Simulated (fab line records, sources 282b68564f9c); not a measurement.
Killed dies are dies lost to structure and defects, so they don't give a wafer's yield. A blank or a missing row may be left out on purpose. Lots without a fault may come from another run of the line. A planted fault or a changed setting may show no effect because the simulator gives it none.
fab line records | flow rit_cmos
record lots=7 wafers=21 last_day=6
route steps=202 shown CONTACT@180 M1@184
lots that met no fault: from a run of the same line without faults
start_h: hours from the record's first day to the start of the lot's first wafer shown | wait_h: hours since the lot's step before | " the same as in the row above | L1.1+2: a row that stands for several wafers | - no value, or no start given | * or withheld: withheld | < > ~ a bound
route shown NAME@n: a module of which the file shows steps, and the number in the route of the first | usual: mean/standard deviation of fault-free wafers | same: alike in all rows | chamber/n: place in a boat | sites: the reading at each site | _std_site: their standard deviation | _edge_site: outer sites' mean less inner sites' | radius_mm: how far each site lies from the wafer's centre | mask NAME#n: copy n | behind: the tool/chamber that last shaped the wafer | hold: why the lot was held/for how many hours/how that ended | device: the transistor (n, p or np) that didn't switch | end of line: the same wafers' tests at the end of the route | a step without rows: its recipe alone | killed: dies lost to structure and defects at the first sort, not the wafer's yield | map: a wafer's dies, x killed, . not, _ none there
set.NAME: the setting as run; set.NAME@STEP: as run at that earlier step | model.NAME: the simulator's own value behind a step, which no gauge read
lots at some steps of the route; a table a step, a row a wafer
services: from which hour (start_h, from the record's first day; less than 0 if before it) a tool's chamber was out of use, for how many hours, and why
## steps
# step RIT_CONTACT_STRIP_12
# recipe chemistry=O2 time_s=180 resist=NOVOLAK platen_temp_c=withheld power_w=500 pressure_mtorr=4000 o2_flow_sccm=4000
# usual chamber_pressure_mTorr=4000/3.8 drypump_motor_current_A=5.8/0.36
# columns lot.wafer tool chamber start_h wait_h chamber_pressure_mTorr drypump_motor_current_A rf_hours_counter_h
L645.2 plasma_asher-04 1 68.82 0.1 3999 5.4 43
L645.4 " 0 " " 4002 5.5 -
L645.5 " 0 " " 3995 5.6 -
L647.2 plasma_asher-04 0 83.82 0.1 4001 5.5 45
L647.4 " 1 " " 4002 5.4 -
L647.6 " 1 " " 4001 5.4 -
L650.3 plasma_asher-01 1 103.09 0.2 4002 6.3 -
L650.4 " 0 " " 4001 6.2 -
L650.5 " 0 " " 3998 6.2 -
L652.2 plasma_asher-04 0 108.65 0.1 3998 5.5 48
L652.3 " 1 " " 4003 5.4 -
L652.5 " 1 " " 3999 5.4 -
L653.2 plasma_asher-03 0 113.58 0.1 4000 6.1 47
L653.4 " 1 " " 4007 5.4 -
L653.6 " 1 " " 4002 5.4 -
L655.1 plasma_asher-03 0 118.69 0.1 3997 6.1 48
L655.2 " 1 " " 4007 5.4 48
L655.6 " 1 " " 3995 5.4 -
L659.1 plasma_asher-01 0 139.03 0.1 3994 6.2 1
L659.2 " 1 " " 3998 6.2 1
L659.4 " 0 " " 3995 6.2 -
# step RIT_CONTACT_CD_MEAS_90
# recipe target_cd_nm=1000
# usual cd_nm=1000.0/2.6
# columns lot.wafer tool chamber start_h wait_h cd_nm
L645.2 cd_sem-02 - 69.02 0.1 1002.4
L645.4 " - " " 1001.2
L645.5 " - " " 1001.6
L647.2 cd_sem-01 - 84.02 0.1 998.0
L647.4 " - " " 1000.3
L647.6 " - " " 999.2
L650.3 cd_sem-01 - 103.25 0.1 1000.4
L650.4 " - " " 1001.0
L650.5 " - " " 1000.7
L652.2 cd_sem-01 - 108.85 0.1 999.5
L652.3 " - " " 999.7
L652.5 " - " " 1001.5
L653.2 cd_sem-01 - 113.77 0.1 1003.6
L653.4 " - " " 1000.2
L653.6 " - " " 1002.6
L655.1 cd_sem-01 - 118.86 0.1 997.6
L655.2 " - " " 996.0
L655.6 " - " " 997.7
L659.1 cd_sem-02 - 139.21 0.1 999.0
L659.2 " - " " 999.4
L659.4 " - " " 997.1
# step RIT_CONTACT_CLEAN_13
# recipe chemistry=SC1 mix=3:3:50 time_s=600 temp_c=75
# step RIT_CONTACT_CLEAN_14
# recipe chemistry=SC2 mix=3:3:50 time_s=600 temp_c=75 dry=n2_spin
# step RIT_M1_SPUTTER_00
# recipe material=Al target_thk_nm=400 power_w=2000 chamber_pressure_pa=0.4 gas=Ar time_s=500 substrate_temp_c=25
# usual cathode_dc_power_W=2000.0/0.36 throttle_valve_pct=30.6/1.2
# columns lot.wafer tool chamber start_h wait_h cathode_dc_power_W throttle_valve_pct
L645.2 pvd_sputter-01 - 69.47 0.0 1999.9 31.2
L645.4 " - " " 1999.8 30.4
L645.5 " - " " 2000.8 30.5
L647.2 pvd_sputter-01 - 84.49 0.0 1999.6 31.5
L647.4 " - " " 1999.7 30.3
L647.6 " - " " 1999.7 29.7
L650.3 pvd_sputter-02 - 103.68 0.0 1999.4 30.2
L650.4 " - " " 2000.1 32.2
L650.5 " - " " 2000.7 31.4
L652.2 pvd_sputter-02 - 109.30 0.0 1999.8 32.5
L652.3 " - " " 1999.8 28.0
L652.5 " - " " 1999.7 30.4
L653.2 pvd_sputter-02 - 114.22 0.0 1999.7 31.5
L653.4 " - " " 2000.3 32.3
L653.6 " - " " 2000.6 31.4
L655.1 pvd_sputter-02 - 119.33 0.0 2000.1 27.9
L655.2 " - " " 2000.1 30.4
L655.6 " - " " 1999.4 30.2
L659.1 pvd_sputter-01 - 139.71 0.0 2000.2 29.7
L659.2 " - " " 1999.7 31.5
L659.4 " - " " 1999.7 31.2
# step RIT_M1_RS_MEAS_01
# recipe thk_meas_gauge=four-point-probe reads=Al_of_M1_SPUTTER_00
# usual M1_AL_RS=0.0732/0.0011
# columns lot.wafer tool chamber start_h wait_h M1_AL_RS[ohm/sq]
L645.2 film_metro-01 - 69.78 0.2 0.0742
L645.4 " - " " 0.0745
L645.5 " - " " 0.0749
L647.2 film_metro-01 - 84.80 0.2 0.0719
L647.4 " - " " 0.0721
L647.6 " - " " 0.0713
L650.3 film_metro-03 - 104.01 0.2 0.0738
L650.4 " - " " 0.0752
L650.5 " - " " 0.0721
L652.2 film_metro-03 - 109.61 0.2 0.0749
L652.3 " - " " 0.0732
L652.5 " - " " 0.0737
L653.2 film_metro-01 - 114.54 0.2 0.0725
L653.4 " - " " 0.0744
L653.6 " - " " 0.0722
L655.1 film_metro-01 - 119.63 0.1 0.0734
L655.2 " - " " 0.0734
L655.6 " - " " 0.0737
L659.1 film_metro-01 - 140.01 0.1 0.0723
L659.2 " - " " 0.0736
L659.4 " - " " 0.0726
# step RIT_M1_THK_MEAS_02
# recipe thk_meas_gauge=xrf reads=Al_of_M1_SPUTTER_00
# usual M1_AL_THK=408/6.2
# columns lot.wafer tool chamber start_h wait_h M1_AL_THK[nm]
L645.2 film_metro-01 - 69.89 0.1 403
L645.4 " - " " 402
L645.5 " - " " 398
L647.2 film_metro-01 - 84.91 0.1 416
L647.4 " - " " 412
L647.6 " - " " 416
L650.3 film_metro-03 - 104.11 0.1 404
L650.4 " - " " 396
L650.5 " - " " 413
L652.2 film_metro-03 - 109.72 0.1 396
L652.3 " - " " 406
L652.5 " - " " 403
L653.2 film_metro-01 - 114.65 0.1 414
L653.4 " - " " 405
L653.6 " - " " 416
L655.1 film_metro-01 - 119.75 0.1 407
L655.2 " - " " 409
L655.6 " - " " 406
L659.1 film_metro-01 - 140.13 0.1 416
L659.2 " - " " 406
L659.4 " - " " 415
# step RIT_M1_HMDS_03
# recipe prime_time_s=60 prime_temp_c=140
# step RIT_M1_COAT_04
# recipe resist=NOVOLAK spin_rpm=2000 resist_thk_nm=1300
# step RIT_M1_SOFTBAKE_05
# recipe resist=NOVOLAK temp_c=90 time_s=60
# step RIT_M1_EXPOSE_06
# recipe mask_id=M12 na=0.6 source_shape=conventional sigma_outer=0.5 target_cd_nm=2600 dose_mj=250
# step RIT_M1_PEB_07
# recipe resist=NOVOLAK temp_c=withheld time_s=withheld
# step RIT_M1_DEVELOP_08
# recipe resist=NOVOLAK develop_time_s=65.5 dev_temp_c=23
# usual developer_temp_C=23.01/0.11
# columns lot.wafer tool chamber start_h wait_h developer_temp_C
L645.2 litho_track-01 0 70 - 22.87
L645.4 " 0 " " 22.96
L645.5 " 0 " " 22.97
L647.2 litho_track-02 0 85 - 22.93
L647.4 " 0 " " 23.14
L647.6 " 0 " " 23.10
L650.3 litho_track-02 0 105 - 25.13
L650.4 " 0 " " 25.21
L650.5 " 0 " " 25.34
L652.2 litho_track-02 0 110 - 25.35
L652.3 " 0 " " 25.45
L652.5 " 0 " " 25.37
L653.2 litho_track-02 0 115 - 25.30
L653.4 " 0 " " 25.21
L653.6 " 0 " " 25.23
L655.1 litho_track-04 0 120 - 22.79
L655.2 " 0 " " 22.95
L655.6 " 0 121 - 23.02
L659.1 litho_track-04 0 141 - 22.90
L659.2 " 0 " " 23.14
L659.4 " 0 " " 22.87
# step RIT_M1_CD_MEAS_09
# recipe target_cd_nm=2600
# usual cd_nm=2600.2/2.2
# columns lot.wafer tool chamber start_h wait_h cd_nm
L645.2 cd_sem-01 - 70.97 - 2598.9
L645.4 " - " " 2598.9
L645.5 " - " " 2598.7
L647.2 cd_sem-01 - 85.99 - 2603.5
L647.4 " - " " 2606.2
L647.6 " - " " 2604.7
L650.3 cd_sem-01 - 105.30 - 2605.2
L650.4 " - " " 2606.5
L650.5 " - " " 2607.1
L652.2 cd_sem-01 - 110.70 - 2609.0
L652.3 " - " " 2609.5
L652.5 " - " " 2609.0
L653.2 cd_sem-01 - 115.73 - 2603.7
L653.4 " - " " 2604.6
L653.6 " - " " 2603.8
L655.1 cd_sem-01 - 121.05 - 2598.2
L655.2 " - " " 2598.1
L655.6 " - " " 2598.4
L659.1 cd_sem-02 - 141.19 - 2597.8
L659.2 " - " " 2600.9
L659.4 " - " " 2597.5
# step RIT_M1_OVL_MEAS_10
# usual M1_OVL=0.2/1.2
# columns lot.wafer tool chamber start_h wait_h M1_OVL[nm]
L645.2 overlay-02 - 71.07 0.1 -0.3
L645.4 " - " " -0.3
L645.5 " - " " -0.8
L647.2 overlay-01 - 86.10 0.1 -0.9
L647.4 " - " " 0.2
L647.6 " - " " 1.3
L650.3 overlay-01 - 105.40 0.1 0.0
L650.4 " - " " -1.2
L650.5 " - " " 0.0
L652.2 overlay-01 - 110.81 0.1 -0.1
L652.3 " - " " -0.6
L652.5 " - " " -0.5
L653.2 overlay-02 - 115.83 0.1 1.7
L653.4 " - " " -0.5
L653.6 " - " " 0.0
L655.1 overlay-02 - 121.17 0.1 1.0
L655.2 " - " " 0.1
L655.6 " - " " 1.2
L659.1 overlay-01 - 141.31 0.1 0.0
L659.2 " - " " 1.4
L659.4 " - " " -0.3
# step RIT_M1_PROBE_99
# usual killed_at_M0_to_M3=0.0/0.083 killed_at_front_end=6.9/2.9 killed_dies=7.0/2.9 killed_open=3.5/2 killed_short=3.5/2
# same gross_dies=264 killed_at_M4_up=0 killed_at_back_side=0 killed_at_contacts=0 killed_at_other=0
# columns lot.wafer tool chamber start_h wait_h killed_at_M0_to_M3 killed_at_front_end killed_dies killed_open killed_short model.etest.nldd.rs_ohm_sq_range model.etest.nldd.rs_ohm_sq_rim_less_centre model.etest.nmos_0p15.drive_ua_um_range model.etest.nmos_0p15.vt_v_range model.etest.nmos_0p15.vt_v_rim_less_centre
L645.2 prober-01 - 73.65 0.1 0 7 7 2 5 9.672 -0.9451 10.24 0.008738 -0.001627
L645.4 prober-01 - 73.75 0.2 0 4 4 2 2 14.4 -2.522 13.98 0.004399 -0.0005482
L645.5 prober-01 - 73.80 0.2 0 13 13 5 8 5.977 -2.145 11.92 0.008022 0.0004576
L647.2 prober-01 - 88.77 0.1 1 5 6 1 5 12.75 -0.6417 10.4 0.004844 -0.001978
L647.4 prober-01 - 88.87 0.2 0 10 10 8 2 11.68 -4.408 15.48 0.004843 0.0005529
L647.6 prober-01 - 88.97 0.2 0 5 5 2 3 5.793 -2.519 12.31 0.007352 -0.00344
L650.3 prober-02 - 108.02 0.2 0 5 5 2 3 7.801 3.938 6.713 0.006401 -0.0004934
L650.4 prober-02 - 108.07 0.2 0 6 6 3 3 12.63 5.245 9.569 0.007546 -0.004116
L650.5 prober-02 - 108.12 0.2 0 13 13 5 8 10.69 6.889 10.4 0.004731 -0.0005112
L652.2 prober-02 - 113.55 0.1 0 4 4 2 2 38.64 -10.6 23.91 0.01431 -0.004813
L652.3 prober-02 - 113.60 0.2 0 8 8 3 5 32.06 -10.34 20.9 0.01474 -0.001957
L652.5 prober-02 - 113.70 0.2 0 7 7 2 5 34.16 -6.123 20.26 0.01244 -0.00721
L653.2 prober-02 - 118.41 0.1 0 10 10 5 5 - - - - -
L653.4 prober-02 - 118.51 0.2 0 6 6 3 3 - - - - -
L653.6 prober-02 - 118.61 0.2 0 11 11 6 5 - - - - -
L655.1 prober-01 - 123.71 0.1 0 12 12 6 6 9.858 -2.531 10.76 0.007469 0.001625
L655.2 prober-01 - 123.76 0.1 0 5 5 3 2 12.69 -4.477 6.905 0.006747 0.00106
L655.6 prober-01 - 123.96 0.2 0 4 4 2 2 6.327 3.656 13.7 0.005816 0.004937
L659.1 prober-01 - 144.96 0.1 0 4 4 3 1 9.857 -3.215 6.563 0.006682 -0.002539
L659.2 prober-01 - 145.01 0.1 0 6 6 2 4 13.78 -5.732 11.3 0.009901 -0.006622
L659.4 prober-01 - 145.11 0.2 0 3 3 3 0 7.317 -3.145 14.65 0.00769 -0.00106
# killed by level:class
L645.2 REOX:geometric_particle:short=3 GATE:geometric_particle:open=2 FOX2:geometric_particle:short=1 GATE:geometric_particle:short=1
L645.4 FOX1:geometric_particle:short=1 GATE:geometric_particle:open=1 SPACER:geometric_particle:short=1 SPACER:geometric_particle:open=1
L645.5 REOX:geometric_particle:short=5 SPACER:geometric_particle:open=2 FOX1:geometric_particle:open=1 FOX2:geometric_particle:short=1 GATE:geometric_particle:short=1 GATE:geometric_particle:open=1 REOX:geometric_particle:open=1 SILICIDE:geometric_particle:short=1
L647.2 FOX2:geometric_particle:short=3 GATE:geometric_particle:open=1 REOX:geometric_particle:short=1 M1:geometric_particle:short=1
L647.4 GATE:geometric_particle:open=7 FOX1:geometric_particle:short=1 SPACER:geometric_particle:short=1 SILICIDE:geometric_particle:open=1
L647.6 GATE:geometric_particle:short=2 FOX1:geometric_particle:short=1 GATE:geometric_particle:open=1 SPACER:geometric_particle:open=1
L650.3 REOX:geometric_particle:short=2 FOX1:geometric_particle:short=1 GATE:geometric_particle:open=1 SILICIDE:geometric_particle:open=1
L650.4 GATE:geometric_particle:open=2 FOX2:geometric_particle:open=1 GATE:geometric_particle:short=1 REOX:geometric_particle:short=1 SPACER:geometric_particle:short=1
L650.5 FOX1:geometric_particle:short=2 FOX1:geometric_particle:open=2 GATE:geometric_particle:short=2 FOX2:geometric_particle:short=1 GATE:geometric_particle:open=1 REOX:geometric_particle:short=1 SPACER:geometric_particle:open=1 SPACER:geometric_particle:short=1
L652.2 FOX2:geometric_particle:open=1 GATE:geometric_particle:short=1 SPACER:geometric_particle:short=1 SPACER:geometric_particle:open=1
L652.3 SPACER:geometric_particle:short=3 GATE:geometric_particle:open=2 REOX:geometric_particle:short=2 SILICIDE:geometric_particle:open=1
L652.5 FOX1:geometric_particle:short=1 GATE:geometric_particle:short=1 GATE:geometric_particle:open=1 REOX:geometric_particle:short=1 REOX:geometric_particle:open=1 SPACER:geometric_particle:short=1 SILICIDE:geometric_particle:short=1
L653.2 FOX1:geometric_particle:open=4 FOX1:geometric_particle:short=2 GATE:geometric_particle:short=2 SPACER:geometric_particle:short=1 GATE:geometric_particle:open=1
L653.4 SPACER:geometric_particle:short=2 FOX1:geometric_particle:open=1 REOX:geometric_particle:short=1 SPACER:geometric_particle:open=1 SILICIDE:geometric_particle:open=1
L653.6 FOX1:geometric_particle:short=2 GATE:geometric_particle:open=2 REOX:geometric_particle:open=2 REOX:geometric_particle:short=2 SPACER:geometric_particle:open=1 SPACER:geometric_particle:short=1 SILICIDE:geometric_particle:open=1
L655.1 GATE:geometric_particle:short=4 REOX:geometric_particle:open=3 FOX2:geometric_particle:open=2 GATE:geometric_particle:open=1 REOX:geometric_particle:short=1 SPACER:geometric_particle:short=1
L655.2 GATE:geometric_particle:open=2 FOX1:geometric_particle:open=1 GATE:geometric_particle:short=1 REOX:geometric_particle:short=1
L655.6 REOX:geometric_particle:short=1 SPACER:geometric_particle:open=1 SILICIDE:geometric_particle:short=1 SILICIDE:geometric_particle:open=1
L659.1 GATE:geometric_particle:open=2 GATE:geometric_particle:short=1 SILICIDE:geometric_particle:open=1
L659.2 GATE:geometric_particle:short=2 FOX1:geometric_particle:open=1 FOX2:geometric_particle:short=1 REOX:geometric_particle:open=1 SILICIDE:geometric_particle:short=1
L659.4 SPACER:geometric_particle:open=2 FOX1:geometric_particle:open=1
## services
# columns tool chamber start_h hours kind
plasma_asher-04 - 45.41 3.7 repair
plasma_asher-01 - 89.01 4.5 repair
plasma_asher-01 - 108.92 9.0 pm
plasma_asher-01 0 108.92 9.0 vent_cycle
plasma_asher-01 1 108.92 9.0 vent_cycle
plasma_asher-01 0 117.92 - clean
plasma_asher-01 1 117.92 - clean
plasma_asher-01 - 121.35 15.5 repair
plasma_asher-04 - 136.70 1.5 repair
## key
first_sign step=RIT_M1_DEVELOP_08 reading=developer_temp_C direction=up sigmas=22 usual=* struck=*
effect step=RIT_M1_CD_MEAS_09 reading=cd_nm direction=up sigmas=2.9 usual=2600.2 struck=2606.5 through=control_loop
model_effect step=RIT_M1_PROBE_99 value=etest.nldd.rs_ohm_sq_range without=10.65 struck=22.66
met_at RIT_M1_DEVELOP_08
struck_wafers L650.3,L650.4,L650.5,L652.2,L652.3,L652.5,L653.2,L653.4,L653.6
tester_left_out L652,L653
loop_trim step=RIT_M1_EXPOSE_06 setting=dose lots=L653
onset_between 85 105
earlier_fault kind=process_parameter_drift tool=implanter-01 chamber=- onset_h=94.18 steps=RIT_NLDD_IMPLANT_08 channel=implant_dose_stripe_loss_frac offset=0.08 shape=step end_h=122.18
earlier_fault kind=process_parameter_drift tool=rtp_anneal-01 chamber=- onset_h=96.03 steps=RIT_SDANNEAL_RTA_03 channel=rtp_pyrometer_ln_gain offset=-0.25 shape=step end_h=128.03
fault kind=process_parameter_drift tool=litho_track-02 chamber=- onset_h=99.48 steps=RIT_M1_DEVELOP_08 channel=dev_temp_c offset=* shape=step acts_in=* stated=*
# tester_left_out: of these lots the tester's yield and bins aren't shown, on N5 and GAA mostly nor the transistor test; their killed dies are dies lost to structure and defects alone, not to doping, threshold or leakage, so they don't give the yield
# loop_trim: a control loop set the setting to another value than it would have without faults
